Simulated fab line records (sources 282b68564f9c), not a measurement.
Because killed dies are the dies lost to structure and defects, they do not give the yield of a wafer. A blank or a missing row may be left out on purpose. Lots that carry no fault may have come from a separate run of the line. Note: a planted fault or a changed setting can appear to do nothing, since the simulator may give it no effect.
Split-lot experiment || flow rit-cmos || 23 wafers read from 5 lots, route of 202 steps

THE SPLIT
At RIT_SILICIDE_SPUTTER_01 (material Ti, target thk 30 nm, time 240 s), the setting chamber-pressure-pa was moved away from the recipe's 0.667 Pa on 15 of the 23 wafers read, by +3.8% to +13.7%. For the rest of the wafers, this setting stayed at what the recipe calls for.

No step appears in the file between the split and the reading.

THE READING
SILICIDE_TI_RS, in ohm/sq, at RIT_SILICIDE_RS_MEAS_02 (measures by four-point-probe). Typical for fault-free wafers on this fab line: 47.9 ohm/sq, with standard deviation 0.43 ohm/sq.

{"wafer": "L074.1", "tool, chamber at the split": "pvd-sputter-01, -", "chamber-pressure-pa as run, Pa": 0.667, "against the recipe": "recipe", "SILICIDE_TI_RS, ohm/sq": 47.9, "against lot-mates on the recipe": "-"}
{"wafer": "L074.2", "tool, chamber at the split": "pvd-sputter-01, -", "chamber-pressure-pa as run, Pa": 0.667, "against the recipe": "recipe", "SILICIDE_TI_RS, ohm/sq": 48.4, "against lot-mates on the recipe": "-"}
{"wafer": "L074.4", "tool, chamber at the split": "pvd-sputter-01, -", "chamber-pressure-pa as run, Pa": 0.667, "against the recipe": "recipe", "SILICIDE_TI_RS, ohm/sq": 48.0, "against lot-mates on the recipe": "-"}
{"wafer": "L074.5", "tool, chamber at the split": "pvd-sputter-01, -", "chamber-pressure-pa as run, Pa": 0.667, "against the recipe": "recipe", "SILICIDE_TI_RS, ohm/sq": 48.2, "against lot-mates on the recipe": "-"}
{"wafer": "L074.6", "tool, chamber at the split": "pvd-sputter-01, -", "chamber-pressure-pa as run, Pa": 0.667, "against the recipe": "recipe", "SILICIDE_TI_RS, ohm/sq": 48.0, "against lot-mates on the recipe": "-"}
{"wafer": "L075.1", "tool, chamber at the split": "pvd-sputter-02, -", "chamber-pressure-pa as run, Pa": 0.7195, "against the recipe": "+7.9%", "SILICIDE_TI_RS, ohm/sq": 57.4, "against lot-mates on the recipe": "no lot-mate on the recipe"}
{"wafer": "L075.2", "tool, chamber at the split": "pvd-sputter-02, -", "chamber-pressure-pa as run, Pa": 0.7195, "against the recipe": "+7.9%", "SILICIDE_TI_RS, ohm/sq": 56.6, "against lot-mates on the recipe": "no lot-mate on the recipe"}
{"wafer": "L075.4", "tool, chamber at the split": "pvd-sputter-02, -", "chamber-pressure-pa as run, Pa": 0.7195, "against the recipe": "+7.9%", "SILICIDE_TI_RS, ohm/sq": 56.6, "against lot-mates on the recipe": "no lot-mate on the recipe"}
{"wafer": "L075.5", "tool, chamber at the split": "pvd-sputter-02, -", "chamber-pressure-pa as run, Pa": 0.7195, "against the recipe": "+7.9%", "SILICIDE_TI_RS, ohm/sq": 56.8, "against lot-mates on the recipe": "no lot-mate on the recipe"}
{"wafer": "L075.6", "tool, chamber at the split": "pvd-sputter-02, -", "chamber-pressure-pa as run, Pa": 0.7195, "against the recipe": "+7.9%", "SILICIDE_TI_RS, ohm/sq": 57.0, "against lot-mates on the recipe": "no lot-mate on the recipe"}
{"wafer": "L081.1", "tool, chamber at the split": "pvd-sputter-03, -", "chamber-pressure-pa as run, Pa": 0.6923, "against the recipe": "+3.8%", "SILICIDE_TI_RS, ohm/sq": 52.6, "against lot-mates on the recipe": "no lot-mate on the recipe"}
{"wafer": "L081.2", "tool, chamber at the split": "pvd-sputter-03, -", "chamber-pressure-pa as run, Pa": 0.6923, "against the recipe": "+3.8%", "SILICIDE_TI_RS, ohm/sq": 52.5, "against lot-mates on the recipe": "no lot-mate on the recipe"}
{"wafer": "L081.3", "tool, chamber at the split": "pvd-sputter-03, -", "chamber-pressure-pa as run, Pa": 0.6923, "against the recipe": "+3.8%", "SILICIDE_TI_RS, ohm/sq": 52.4, "against lot-mates on the recipe": "no lot-mate on the recipe"}
{"wafer": "L081.5", "tool, chamber at the split": "pvd-sputter-03, -", "chamber-pressure-pa as run, Pa": 0.6923, "against the recipe": "+3.8%", "SILICIDE_TI_RS, ohm/sq": 52.9, "against lot-mates on the recipe": "no lot-mate on the recipe"}
{"wafer": "L081.6", "tool, chamber at the split": "pvd-sputter-03, -", "chamber-pressure-pa as run, Pa": 0.6923, "against the recipe": "+3.8%", "SILICIDE_TI_RS, ohm/sq": 52.6, "against lot-mates on the recipe": "no lot-mate on the recipe"}
{"wafer": "L082.1", "tool, chamber at the split": "pvd-sputter-03, -", "chamber-pressure-pa as run, Pa": 0.7586, "against the recipe": "+13.7%", "SILICIDE_TI_RS, ohm/sq": 64.6, "against lot-mates on the recipe": "no lot-mate on the recipe"}
{"wafer": "L082.2", "tool, chamber at the split": "pvd-sputter-03, -", "chamber-pressure-pa as run, Pa": 0.7586, "against the recipe": "+13.7%", "SILICIDE_TI_RS, ohm/sq": 65.1, "against lot-mates on the recipe": "no lot-mate on the recipe"}
{"wafer": "L082.3", "tool, chamber at the split": "pvd-sputter-03, -", "chamber-pressure-pa as run, Pa": 0.7586, "against the recipe": "+13.7%", "SILICIDE_TI_RS, ohm/sq": 64.3, "against lot-mates on the recipe": "no lot-mate on the recipe"}
{"wafer": "L082.4", "tool, chamber at the split": "pvd-sputter-03, -", "chamber-pressure-pa as run, Pa": 0.7586, "against the recipe": "+13.7%", "SILICIDE_TI_RS, ohm/sq": 64.3, "against lot-mates on the recipe": "no lot-mate on the recipe"}
{"wafer": "L082.5", "tool, chamber at the split": "pvd-sputter-03, -", "chamber-pressure-pa as run, Pa": 0.7586, "against the recipe": "+13.7%", "SILICIDE_TI_RS, ohm/sq": 64.3, "against lot-mates on the recipe": "no lot-mate on the recipe"}
{"wafer": "L085.1", "tool, chamber at the split": "pvd-sputter-03, -", "chamber-pressure-pa as run, Pa": 0.667, "against the recipe": "recipe", "SILICIDE_TI_RS, ohm/sq": 48.8, "against lot-mates on the recipe": "-"}
{"wafer": "L085.2", "tool, chamber at the split": "pvd-sputter-03, -", "chamber-pressure-pa as run, Pa": 0.667, "against the recipe": "recipe", "SILICIDE_TI_RS, ohm/sq": 48.5, "against lot-mates on the recipe": "-"}
{"wafer": "L085.4", "tool, chamber at the split": "pvd-sputter-03, -", "chamber-pressure-pa as run, Pa": 0.667, "against the recipe": "recipe", "SILICIDE_TI_RS, ohm/sq": 48.8, "against lot-mates on the recipe": "-"}

THE FIT
A straight line over all 23 wafers: SILICIDE_TI_RS changes by +1.17 ohm/sq for each +1% of chamber-pressure-pa; r = +1.00; the points scatter about the line by 0.43 ohm/sq.
Too few moved wafers have a lot-mate on the recipe to fit a line with each lot's own level taken away.

THE WHOLE CHAIN: every reading that the file lists as answering this split, in the file's order
{"step": "RIT_SILICIDE_SPUTTER_01", "what it does": "material Ti, target thk 30 nm, time 240 s", "reading": "Ti_of_SILICIDE_SPUTTER_01.thk-nm (the simulator's own value, which no gauge read)", "change (the file's fit)": "-0.0523 nm for each +1% of the setting", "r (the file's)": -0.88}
{"step": "RIT_SILICIDE_RS_MEAS_02", "what it does": "measures by four-point-probe", "reading": "SILICIDE_TI_RS", "change (the file's fit)": "+1.17 for each +1% of the setting", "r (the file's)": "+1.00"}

THE FILE'S OWN FIT
SILICIDE_TI_RS changes by +1.17 ohm/sq for each +1% of chamber-pressure-pa, r = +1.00.
